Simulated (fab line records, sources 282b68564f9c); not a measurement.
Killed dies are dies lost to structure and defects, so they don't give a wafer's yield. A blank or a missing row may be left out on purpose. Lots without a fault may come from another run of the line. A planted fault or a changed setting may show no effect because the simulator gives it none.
Problem report in the 8D (eight disciplines) form, filled by code | flow rit_cmos | the parts of the form that need people (team, actions taken, sign-off) are left out

1. THE PROBLEM
cd_nm at RIT_M1_CD_MEAS_90 reads a mean of 2554 nm on 1 wafer of 1 lot; wafers without a fault read 2600 nm with a standard deviation of 3.1. That is -15 standard deviations from the usual mean.
The step: target cd 2600 nm.
First seen on wafer L193.6, day 6 17:17, on cd_sem-02. The record holds 39 wafers of 13 lots with a number at this step. Rule for "out", or "out of limits": more than 4 standard deviations from the usual mean. The other wafers with a number count as sound.

2. WHAT IT IS AND WHAT IT IS NOT
question                    | is               | is not
which readings at this step | cd_nm            | -
which lots                  | L193             | L178, L183, L184, L185, L186, L187, L188, L190, L196, L197, L199, L200
which wafers of those lots  | L193.6           | L193.2, L193.4
read on which gauges        | cd_sem-02        | cd_sem-01
when                        | from day 6 17:17 | up to then (26 sound wafers); but 12 sound wafers of L196, L197, L199, L200 came after

3. SUSPECTS, AND WHAT RULES EACH OUT
Counting: a tool at a process step up to the reading stays a suspect if it ran every lot that is out. Sound lots after the first of them don't rule it out here, since some wafers of a struck lot are sound.
- the gauge at RIT_M1_CD_MEAS_90: ruled out. All the wafers that are out were read on cd_sem-02, but those of them that RIT_M1_METAL_ETCH_12 has rows for are out there too, on other tools.
- rie_metal-02 at RIT_M1_METAL_ETCH_12 (etches Al in Cl2/BCl3, stops on SiO2, time 165 s, target depth 600 nm): kept. It ran the lot that is out, L193 (day 6 16:44); its last sound lot up to then is L188 (day 5 12:20). Its own readings are out on those wafers: rf_fwd_power_W.
- Within rie_metal-02 at RIT_M1_METAL_ETCH_12: the wafers that are out ran in chamber 1; their sound lot-mates ran in chamber 0.
Left after counting: rie_metal-02 at RIT_M1_METAL_ETCH_12.

4. THE CAUSE (what the simulator had put in)
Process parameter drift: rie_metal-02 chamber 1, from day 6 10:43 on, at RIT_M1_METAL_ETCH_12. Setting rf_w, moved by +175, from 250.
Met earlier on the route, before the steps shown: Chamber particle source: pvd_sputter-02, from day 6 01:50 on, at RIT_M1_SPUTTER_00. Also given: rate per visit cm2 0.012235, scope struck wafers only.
Counting left only this tool.

5. THE CHAIN OF EFFECTS, in route order
Each row: a reading whose mean over the struck wafers that have a number lies more than 3 standard deviations from the usual. Only readings for which the record gives a usual standard deviation are gone through. hours: the time from each lot's start at the first step in this table that gives one to its start at this step, as a median over the lots. sigmas: the change in usual standard deviations.
hours | step                 | reading            | usual   | on struck wafers | change | sigmas
0     | RIT_M1_METAL_ETCH_12 | rf_fwd_power_W     | 249.1 W | 424.3            | +175.2 | +99 or more
1     | RIT_M1_CD_MEAS_90    | cd_nm              | 2600 nm | 2554             | -46    | -15
3     | RIT_M1_PROBE_99      | killed_at_M0_to_M3 | 0.0     | 3.0              | +3.0   | +15
The process steps in it:
- RIT_M1_METAL_ETCH_12: etches Al in Cl2/BCl3, stops on SiO2, time 165 s, target depth 600 nm.
- RIT_M1_PROBE_99

6. WHAT WOULD HAVE CAUGHT IT SOONER
In this record the first reading out of limits at a measuring or inspecting step was taken at day 6 17:17, 7 hours after the fault began at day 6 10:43.
The tool's own readings at RIT_M1_METAL_ETCH_12 were out on every struck wafer that the step has a row for (rf_fwd_power_W): an alarm limit on them would have fired on the first of those.
All the lots that are out (1) had begun RIT_M1_METAL_ETCH_12 on rie_metal-02 by day 6 17:17. A hold on the tool at that time would have spared none of them.
